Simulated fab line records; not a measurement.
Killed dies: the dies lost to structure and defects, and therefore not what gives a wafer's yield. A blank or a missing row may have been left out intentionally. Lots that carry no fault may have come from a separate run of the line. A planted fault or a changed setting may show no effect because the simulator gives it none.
Lot-split experiment    flow berkeley cmos170    23 wafers read from 5 lots, route of 331 steps

## ON THE SPLIT
At UCB170_V1_PEB_10, the setting peb temp c was moved away from the recipe's 130 C on 6 of the 23 wafers read, by +1.2% to +2.0%. This setting was run at the recipe's value on the other wafers.

## FROM THE SPLIT TO THE READING: what the file shows between them, 4 steps
- UCB170_V1_DEVELOP_11: develop time 45 s
- UCB170_V1_CD_MEAS_12: target cd 700 nm
- UCB170_V1_ETCH_14: etches SiO2 in CHF3/CF4/Ar, stops on Al, target depth 1250 nm, time 291 s
- UCB170_V1_STRIP_15: strips in O2

## THE READING
cd nm at UCB170_V1_CD_MEAS_90, given in nm (cd target 700 nm). Fault-free wafers of this fab line usually give 700.4 nm, standard deviation 1.7 nm.

wafer   tool, chamber at the split  peb temp c as run, C  against the recipe  cd nm, nm  against lot-mates on the recipe
L074.1  litho track-01, 0           131.6                 +1.2%               711.0      +10.0
L074.2  litho track-01, 0           131.6                 +1.2%               711.6      +10.6
L074.3  litho track-01, 0           131.6                 +1.2%               711.5      +10.5
L074.4  litho track-01, 0           130                   recipe              700.3      -
L074.6  litho track-01, 0           130                   recipe              701.8      -
L079.1  litho track-01, 0           132.6                 +2.0%               716.9      +15.4
L079.2  litho track-01, 0           132.6                 +2.0%               716.0      +14.5
L079.3  litho track-01, 0           132.6                 +2.0%               718.9      +17.4
L079.5  litho track-01, 0           130                   recipe              702.2      -
L079.6  litho track-01, 0           130                   recipe              700.9      -
L083.2  litho track-04, 0           130                   recipe              700.0      -
L083.3  litho track-04, 0           130                   recipe              699.3      -
L083.4  litho track-04, 0           130                   recipe              700.5      -
L083.5  litho track-04, 0           130                   recipe              701.0      -
L083.6  litho track-04, 0           130                   recipe              699.9      -
L081.1  litho track-01, 0           130                   recipe              698.6      -
L081.2  litho track-01, 0           130                   recipe              699.5      -
L081.3  litho track-01, 0           130                   recipe              699.6      -
L081.5  litho track-01, 0           130                   recipe              701.0      -
L081.6  litho track-01, 0           130                   recipe              699.5      -
L085.4  litho track-01, 0           130                   recipe              699.6      -
L085.5  litho track-01, 0           130                   recipe              701.1      -
L085.6  litho track-01, 0           130                   recipe              700.9      -

FIT RESULTS
A straight line over all 23 wafers: cd nm changes by +8.58 nm for each +1% of peb temp c; r = +0.99; the points scatter about the line by 0.98 nm.
The same after taking each lot's own level away (the mean of its wafers on the recipe; 23 wafers): +7.98 nm for each +1%; r = +0.99; scatter 0.8 nm.
On that fit, the largest move of peb temp c shifts the reading by 16 nm.
Across the lots, their own levels run from 699.64 to 701.55 nm, a range of 1.1 times the standard deviation given above.
The two slopes agree, so the slope changes little with the lot-to-lot level.
Check: for one of the wafers moved furthest among these (+2.0%), held out of the fit, the line's prediction against its lot-mates is +16.2 nm. Against them it came out at +15.4 nm.

## OTHER SPLITS ON THESE WAFERS
Other splits were also applied to these wafers ahead of the reading. Each is held against what the fit with the lots' levels taken away leaves over:
other split on the same wafers  wafers away from the commonest value  r with cd nm (lot level and that fit taken away)
UCB170_V1_CVD_00 time s         8                                     -0.03

## THE WHOLE CHAIN: every reading that the file lists as answering this split, in the file's order
step                  what it does                                                               reading                                                    change (the file's fit)               r (the file's)
UCB170_V1_CD_MEAS_12  target cd 700 nm                                                           cd nm                                                      +7.79 nm for each +1% of the setting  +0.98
UCB170_V1_ETCH_14     etches SiO2 in CHF3/CF4/Ar, stops on Al, target depth 1250 nm, time 291 s  V1.cd nm (the simulator's own value, which no gauge read)  +8.06 nm for each +1% of the setting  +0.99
UCB170_V1_CD_MEAS_90  target cd 700 nm                                                           cd nm                                                      +8.01 nm for each +1% of the setting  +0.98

## FILE'S OWN FIT
cd nm changes by +8.01 nm for each +1% of peb temp c, r = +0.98.
